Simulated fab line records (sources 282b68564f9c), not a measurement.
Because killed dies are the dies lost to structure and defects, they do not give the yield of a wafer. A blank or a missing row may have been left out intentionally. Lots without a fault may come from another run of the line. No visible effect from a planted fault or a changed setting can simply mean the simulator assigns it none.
fab line records + flow rit-cmos
record
- lots=15
- wafers=45
- last-day=7
route steps=202 shown ACTIVE@12 NWELL@34 PLDD@117 PSD@151
lots with no fault: from the same line, run without faults
start-h: hours from the record's opening day to when the first of the lot's shown wafers began + wait-h: hours since the lot's step before + " repeats the value in the row above + L1.1+2: a row that stands for several wafers + - no value, or no start given + * or withheld: withheld + < > ~ a bound
route shown NAME@n: a module of which the file shows steps, and the number in the route of the first + usual: average and standard deviation across the fault-free wafers + same: alike in all rows + chamber/n: place in a boat + sites: readings site by site + _std_site: standard deviation across them + _edge_site: mean of outer sites minus mean of inner sites + radius-mm: how far each site lies from the wafer's centre + mask NAME#n: copy n + behind: the tool/chamber that last shaped the wafer + hold: cause of the lot's hold/its duration in hours/its outcome + device: the n, p or np transistor that did not switch + end of line: tests of these same wafers at the route's end + for a step that has no rows: nothing shown but its recipe + killed: count of dies lost to structure and defects at first sort (not the wafer's yield) + map: a wafer's dies, x killed, . not, _ none there
set.NAME: setting as actually run; set.NAME@STEP: the setting as run at that earlier step + model.NAME: the simulator's own value behind a step, which no gauge read
one table for each step of the route and one row for each wafer, over a sample of lots
services: from which hour (start-h, from the record's first day; less than 0 if before it) a tool's chamber was out of use, for how many hours, and why
## steps
# step RIT_ACTIVE_CD_MEAS_11
# recipe
- target-cd-nm=1400
# usual
- cd-nm=1399.4/2.3
| lot.wafer | tool      | chamber | start-h | wait-h | cd-nm  |
|-----------|-----------|---------|---------|--------|--------|
| L575.4    | cd-sem-01 | -       | 26.08   | -      | 1399.1 |
| L575.5    | "         | -       | "       | "      | 1400.5 |
| L575.6    | "         | -       | "       | "      | 1399.4 |
| L576.3    | cd-sem-01 | -       | 29.90   | -      | 1401.2 |
| L576.4    | "         | -       | "       | "      | 1400.4 |
| L576.6    | "         | -       | "       | "      | 1397.9 |
| L579.2    | cd-sem-01 | -       | 48.38   | -      | 1401.4 |
| L579.4    | "         | -       | "       | "      | 1402.6 |
| L579.6    | "         | -       | "       | "      | 1402.6 |
| L580.2    | cd-sem-01 | -       | 55.86   | -      | 1401.0 |
| L580.3    | "         | -       | "       | "      | 1400.6 |
| L580.6    | "         | -       | "       | "      | 1400.4 |
| L583.1    | cd-sem-02 | -       | 69.80   | -      | 1396.1 |
| L583.2    | "         | -       | "       | "      | 1398.3 |
| L583.6    | "         | -       | "       | "      | 1397.0 |
| L584.1    | cd-sem-01 | -       | 70.08   | -      | 1399.5 |
| L584.5    | "         | -       | "       | "      | 1400.3 |
| L584.6    | "         | -       | "       | "      | 1402.3 |
| L586.1    | cd-sem-01 | -       | 88.38   | -      | 1402.2 |
| L586.5    | "         | -       | "       | "      | 1400.8 |
| L586.6    | "         | -       | "       | "      | 1400.2 |
| L587.3    | cd-sem-02 | -       | 88.58   | -      | 1397.7 |
| L587.4    | "         | -       | "       | "      | 1397.2 |
| L587.5    | "         | -       | "       | "      | 1397.7 |
| L588.3    | cd-sem-02 | -       | 91.47   | -      | 1399.9 |
| L588.4    | "         | -       | "       | "      | 1398.5 |
| L588.5    | "         | -       | "       | "      | 1399.0 |
| L589.2    | cd-sem-01 | -       | 98.65   | -      | 1403.9 |
| L589.3    | "         | -       | "       | "      | 1404.4 |
| L589.6    | "         | -       | "       | "      | 1401.7 |
| L590.1    | cd-sem-02 | -       | 106.05  | -      | 1396.7 |
| L590.4    | "         | -       | "       | "      | 1399.7 |
| L590.6    | "         | -       | "       | "      | 1399.3 |
| L593.4    | cd-sem-02 | -       | 120.27  | -      | 1397.4 |
| L593.5    | "         | -       | "       | "      | 1399.8 |
| L593.6    | "         | -       | "       | "      | 1400.2 |
| L594.1    | cd-sem-01 | -       | 121.22  | -      | 1394.6 |
| L594.3    | "         | -       | "       | "      | 1392.9 |
| L594.6    | "         | -       | "       | "      | 1395.3 |
| L595.3    | cd-sem-02 | -       | 124.84  | -      | 1401.3 |
| L595.5    | "         | -       | "       | "      | 1401.5 |
| L595.6    | "         | -       | "       | "      | 1401.9 |
| L596.1    | cd-sem-01 | -       | 131.49  | -      | 1400.0 |
| L596.2    | "         | -       | "       | "      | 1402.4 |
| L596.3    | "         | -       | "       | "      | 1401.4 |
# step RIT_NWELL_OVL_MEAS_06
# usual
- NWELL_OVL=-0.1/1.2
| lot.wafer | tool       | chamber | start-h | wait-h | NWELL_OVL[nm] |
|-----------|------------|---------|---------|--------|---------------|
| L575.4    | overlay-02 | -       | 39.65   | -      | -1.3          |
| L575.5    | "          | -       | "       | "      | 0.6           |
| L575.6    | "          | -       | "       | "      | 0.0           |
| L576.3    | overlay-01 | -       | 49.00   | -      | -1.1          |
| L576.4    | "          | -       | "       | "      | -1.1          |
| L576.6    | "          | -       | "       | "      | 0.5           |
| L579.2    | overlay-01 | -       | 57.66   | -      | -0.7          |
| L579.4    | "          | -       | "       | "      | 0.6           |
| L579.6    | "          | -       | "       | "      | 0.9           |
| L580.2    | overlay-01 | -       | 69.03   | -      | -0.4          |
| L580.3    | "          | -       | "       | "      | -0.9          |
| L580.6    | "          | -       | "       | "      | 0.4           |
| L584.1    | overlay-02 | -       | 89.01   | -      | -0.1          |
| L584.5    | "          | -       | "       | "      | -0.7          |
| L584.6    | "          | -       | "       | "      | -0.7          |
| L583.1    | overlay-02 | -       | 89.13   | -      | 0.2           |
| L583.2    | "          | -       | "       | "      | -0.1          |
| L583.6    | "          | -       | "       | "      | -0.2          |
| L586.1    | overlay-02 | -       | 96.68   | -      | 3.6           |
| L586.5    | "          | -       | "       | "      | 1.6           |
| L586.6    | "          | -       | "       | "      | 4.0           |
| L587.3    | overlay-01 | -       | 96.89   | -      | -0.9          |
| L587.4    | "          | -       | "       | "      | -1.3          |
| L587.5    | "          | -       | "       | "      | -0.5          |
| L588.3    | overlay-02 | -       | 106.21  | -      | -0.7          |
| L588.4    | "          | -       | "       | "      | 0.7           |
| L588.5    | "          | -       | "       | "      | 0.4           |
| L589.2    | overlay-01 | -       | 107.34  | -      | 0.2           |
| L589.3    | "          | -       | "       | "      | 0.5           |
| L589.6    | "          | -       | "       | "      | 1.2           |
| L590.1    | overlay-01 | -       | 112.05  | -      | -1.4          |
| L590.4    | "          | -       | "       | "      | -0.8          |
| L590.6    | "          | -       | "       | "      | 0.0           |
| L593.4    | overlay-01 | -       | 126.14  | -      | 0.6           |
| L593.5    | "          | -       | "       | "      | 0.6           |
| L593.6    | "          | -       | "       | "      | 0.7           |
| L594.1    | overlay-02 | -       | 127.24  | -      | -1.3          |
| L594.3    | "          | -       | "       | "      | -2.9          |
| L594.6    | "          | -       | "       | "      | -2.3          |
| L595.3    | overlay-01 | -       | 135.78  | -      | -1.0          |
| L595.5    | "          | -       | "       | "      | -1.2          |
| L595.6    | "          | -       | "       | "      | -0.5          |
| L596.1    | overlay-01 | -       | 139.61  | -      | -0.3          |
| L596.2    | "          | -       | "       | "      | -1.1          |
| L596.3    | "          | -       | "       | "      | -2.3          |
# step RIT_PLDD_EXPOSE_03
# recipe
- mask-id=M8
- na=0.57
- target-cd-nm=40900
- dose-mj=250
# usual
- exposure-dose-mJ-cm2=249.97/0.26
- focus-offset-nm=0.1/0.61
- reticle-temp-C=23.02/0.11
| lot.wafer | tool             | chamber | start-h | wait-h | mask | exposure-dose-mJ-cm2 | focus-offset-nm | reticle-temp-C |
|-----------|------------------|---------|---------|--------|------|----------------------|-----------------|----------------|
| L575.4    | iline-stepper-02 | 0       | 85.68   | 0.1    | M8#0 | 249.75               | 0.7             | 23.06          |
| L575.5    | "                | 0       | "       | "      | M8#0 | 249.83               | -0.5            | 22.92          |
| L575.6    | "                | 0       | "       | "      | M8#0 | 249.73               | -0.2            | 22.93          |
| L576.3    | iline-stepper-02 | 0       | 85.78   | 0.1    | M8#0 | 250.14               | -0.2            | 23.05          |
| L576.4    | "                | 0       | "       | "      | M8#0 | 250.22               | 0.1             | 23.02          |
| L576.6    | "                | 0       | "       | "      | M8#0 | 249.95               | 0.2             | 23.12          |
| L579.2    | iline-stepper-02 | 0       | 92.63   | 0.1    | M8#0 | 249.50               | -0.1            | 23.15          |
| L579.4    | "                | 0       | "       | "      | M8#0 | 249.44               | 0.5             | 23.22          |
| L579.6    | "                | 0       | "       | "      | M8#0 | 249.69               | 0.4             | 22.99          |
| L580.2    | iline-stepper-02 | 0       | 100.42  | 0.1    | M8#0 | 250.02               | -0.1            | 23.22          |
| L580.3    | "                | 0       | "       | "      | M8#0 | 250.04               | 0.4             | 23.04          |
| L580.6    | "                | 0       | "       | "      | M8#0 | 250.21               | 0.1             | 23.15          |
| L583.1    | iline-stepper-02 | 0       | 121.06  | 0.2    | M8#0 | 250.15               | 1.3             | 22.80          |
| L583.2    | "                | 0       | "       | "      | M8#0 | 249.91               | 1.4             | 22.89          |
| L583.6    | "                | 0       | "       | "      | M8#0 | 250.03               | 0.9             | 22.83          |
| L584.1    | iline-stepper-02 | 0       | 121.17  | 0.3    | M8#0 | 250.15               | -0.3            | 22.94          |
| L584.5    | "                | 0       | "       | "      | M8#0 | 249.82               | -0.5            | 22.85          |
| L584.6    | "                | 0       | "       | "      | M8#0 | 250.37               | -1.1            | 22.88          |
| L587.3    | iline-stepper-01 | 0       | 130.25  | 0.2    | M8#0 | 250.16               | -0.2            | 22.85          |
| L587.4    | "                | 0       | "       | "      | M8#0 | 249.95               | 0.7             | 22.89          |
| L587.5    | "                | 0       | "       | "      | M8#0 | 250.24               | -0.1            | 22.83          |
| L586.1    | iline-stepper-01 | 0       | 132.96  | 0.2    | M8#0 | 250.02               | 0.4             | 23.12          |
| L586.5    | "                | 0       | "       | "      | M8#0 | 250.05               | 0.2             | 22.89          |
| L586.6    | "                | 0       | "       | "      | M8#0 | 250.10               | 0.6             | 22.91          |
| L588.3    | iline-stepper-01 | -       | 135.66  | 0.1    | M8#0 | -                    | -               | -              |
| L588.4    | "                | -       | "       | "      | M8#0 | -                    | -               | -              |
| L588.5    | "                | -       | "       | "      | M8#0 | -                    | -               | -              |
| L589.2    | iline-stepper-02 | -       | 140.06  | 0.2    | M8#0 | -                    | -               | -              |
| L589.3    | "                | -       | "       | "      | M8#0 | -                    | -               | -              |
| L589.6    | "                | -       | "       | "      | M8#0 | -                    | -               | -              |
| L590.1    | iline-stepper-01 | -       | 140.28  | 0.3    | M8#0 | -                    | -               | -              |
| L590.4    | "                | -       | "       | "      | M8#0 | -                    | -               | -              |
| L590.6    | "                | -       | "       | "      | M8#0 | -                    | -               | -              |
| L593.4    | iline-stepper-02 | 0       | 152.75  | 0.2    | M8#0 | 249.64               | 0.1             | 23.05          |
| L593.5    | "                | 0       | "       | "      | M8#0 | 249.81               | 0.2             | 23.12          |
| L593.6    | "                | 0       | "       | "      | M8#0 | 249.93               | -0.1            | 23.11          |
| L594.1    | iline-stepper-02 | 0       | 152.93  | 0.1    | M8#0 | 249.52               | -0.8            | 22.99          |
| L594.3    | "                | 0       | "       | "      | M8#0 | 249.76               | 0.0             | 22.80          |
| L594.6    | "                | 0       | "       | "      | M8#0 | 249.91               | -0.6            | 22.99          |
| L595.3    | iline-stepper-02 | 0       | 160.63  | 0.1    | M8#0 | 250.29               | -1.1            | 23.08          |
| L595.5    | "                | 0       | "       | "      | M8#0 | 250.12               | -1.0            | 23.01          |
| L595.6    | "                | 0       | "       | "      | M8#0 | 250.03               | -1.3            | 23.10          |
| L596.1    | iline-stepper-02 | 0       | 162.97  | 0.1    | M8#0 | 250.62               | -0.2            | 22.95          |
| L596.2    | "                | 0       | "       | "      | M8#0 | 250.64               | 0.0             | 23.12          |
| L596.3    | "                | 0       | "       | "      | M8#0 | 250.57               | 0.2             | 22.97          |
# step RIT_PSD_STRIP_09
# recipe
- chemistry=O2
- time-s=180
- resist=NOVOLAK
- platen-temp-c=withheld
- power-w=500
- pressure-mtorr=4000
- o2-flow-sccm=4000
# usual
- drypump-motor-current-A=5.56/0.27
| lot.wafer | tool            | chamber | start-h | wait-h | drypump-motor-current-A | rf-hours-counter-h |
|-----------|-----------------|---------|---------|--------|-------------------------|--------------------|
| L575.4    | plasma-asher-04 | 1       | 92.10   | 0.1    | 5.75                    | -                  |
| L575.5    | "               | 1       | "       | "      | 5.75                    | -                  |
| L575.6    | "               | 0       | "       | "      | 5.34                    | -                  |
| L576.3    | plasma-asher-03 | 1       | 92.22   | 0.1    | 5.53                    | -                  |
| L576.4    | "               | 0       | "       | "      | 5.66                    | -                  |
| L576.6    | "               | 0       | "       | "      | 5.66                    | -                  |
| L579.2    | plasma-asher-03 | 0       | 100.10  | 0.1    | 5.66                    | 38                 |
| L579.4    | "               | 1       | "       | "      | 5.56                    | -                  |
| L579.6    | "               | 0       | "       | "      | 5.68                    | -                  |
| L580.2    | plasma-asher-04 | 1       | 113.07  | 0.1    | 5.77                    | 47                 |
| L580.3    | "               | 0       | "       | "      | 5.33                    | -                  |
| L580.6    | "               | 0       | "       | "      | 5.34                    | -                  |
| L583.1    | plasma-asher-03 | 1       | 127.26  | 0.1    | 5.55                    | 41                 |
| L583.2    | "               | 0       | "       | "      | 5.67                    | 41                 |
| L583.6    | "               | 0       | "       | "      | 5.64                    | -                  |
| L584.1    | plasma-asher-04 | 0       | 128.26  | 0.1    | 5.33                    | 49                 |
| L584.5    | "               | 1       | "       | "      | 5.75                    | -                  |
| L584.6    | "               | 0       | "       | "      | 5.37                    | -                  |
| L587.3    | plasma-asher-03 | 1       | 137.00  | 0.1    | 5.52                    | -                  |
| L587.4    | "               | 0       | "       | "      | 5.65                    | -                  |
| L587.5    | "               | 1       | "       | "      | 5.56                    | -                  |
| L586.1    | plasma-asher-03 | 1       | 139.45  | 0.1    | 5.54                    | 43                 |
| L586.5    | "               | 1       | "       | "      | 5.54                    | -                  |
| L586.6    | "               | 0       | "       | "      | 5.66                    | -                  |
| L588.3    | plasma-asher-03 | 0       | 142.19  | 0.1    | 5.65                    | -                  |
| L588.4    | "               | 1       | "       | "      | 5.53                    | -                  |
| L588.5    | "               | 1       | "       | "      | 5.52                    | -                  |
| L589.2    | plasma-asher-01 | 0       | 146.57  | 0.1    | 5.98                    | 37                 |
| L589.3    | "               | 1       | "       | "      | 5.01                    | -                  |
| L589.6    | "               | 0       | "       | "      | 6.00                    | -                  |
| L590.1    | plasma-asher-03 | 1       | 147.04  | 0.1    | 5.56                    | 44                 |
| L590.4    | "               | 0       | "       | "      | 5.66                    | -                  |
| L590.6    | "               | 1       | "       | "      | 5.59                    | -                  |
| L593.4    | plasma-asher-03 | 0       | 159.42  | 0.1    | 5.67                    | -                  |
| L593.5    | "               | 1       | "       | "      | 5.53                    | -                  |
| L593.6    | "               | 0       | "       | "      | 5.67                    | -                  |
| L594.1    | plasma-asher-01 | 0       | 160.53  | 0.1    | 5.92                    | 38                 |
| L594.3    | "               | 0       | "       | "      | 5.94                    | -                  |
| L594.6    | "               | 1       | "       | "      | 5.04                    | -                  |
| L595.3    | plasma-asher-04 | 0       | 166.85  | 0.1    | 5.35                    | -                  |
| L595.5    | "               | 1       | "       | "      | 5.72                    | -                  |
| L595.6    | "               | 0       | "       | "      | 5.36                    | -                  |
| L596.1    | plasma-asher-01 | 0       | 169.34  | 0.1    | 5.97                    | 40                 |
| L596.2    | "               | 1       | "       | "      | 5.03                    | 40                 |
| L596.3    | "               | 1       | "       | "      | 5.02                    | -                  |
## services
| tool             | chamber | start-h | hours | kind   |
|------------------|---------|---------|-------|--------|
| plasma-asher-03  | -       | 67.92   | 3.8   | repair |
| iline-stepper-01 | -       | 69.13   | 1.7   | pm     |
| iline-stepper-01 | -       | 76.64   | 28.9  | pm     |
| plasma-asher-01  | -       | 112.30  | 2.8   | pm     |
| iline-stepper-02 | -       | 122.96  | 8.9   | pm     |
| plasma-asher-03  | -       | 130.17  | 3.4   | repair |
| iline-stepper-02 | -       | 131.85  | 1.7   | pm     |
| iline-stepper-01 | -       | 159.31  | 3.5   | repair |
## key
first-sign
- step=RIT_PLDD_EXPOSE_03
- reading=tool-record
- direction=missing
effect none on later readings
met-at RIT_PLDD_EXPOSE_03
struck-lots L588,L589,L590
sort-left-out L588.3,L588.4,L588.5,L589.2,L589.3,L589.6,L590.1,L590.4,L590.6
tester-left-out L588,L589,L590
not-acting-at RIT_ACTIVE_CD_MEAS_11,RIT_NWELL_OVL_MEAS_06,RIT_PSD_STRIP_09
onset-between 132.96 135.66
fault
- kind=skipped-step-whole
- tool=iline-stepper-01,iline-stepper-02
- chamber=-
- onset-h=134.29
- steps=RIT_PLDD_EXPOSE_03
- scope=struck-lots-only
# tester-left-out: of these lots the tester's yield and bins aren't shown, on N5 and GAA mostly nor the transistor test; their killed dies are dies lost to structure and defects alone, not to doping, threshold or leakage, so they don't give the yield
# sort-left-out: the simulated sort isn't trusted on such a fault, so these wafers' sort isn't shown, and their yield isn't known
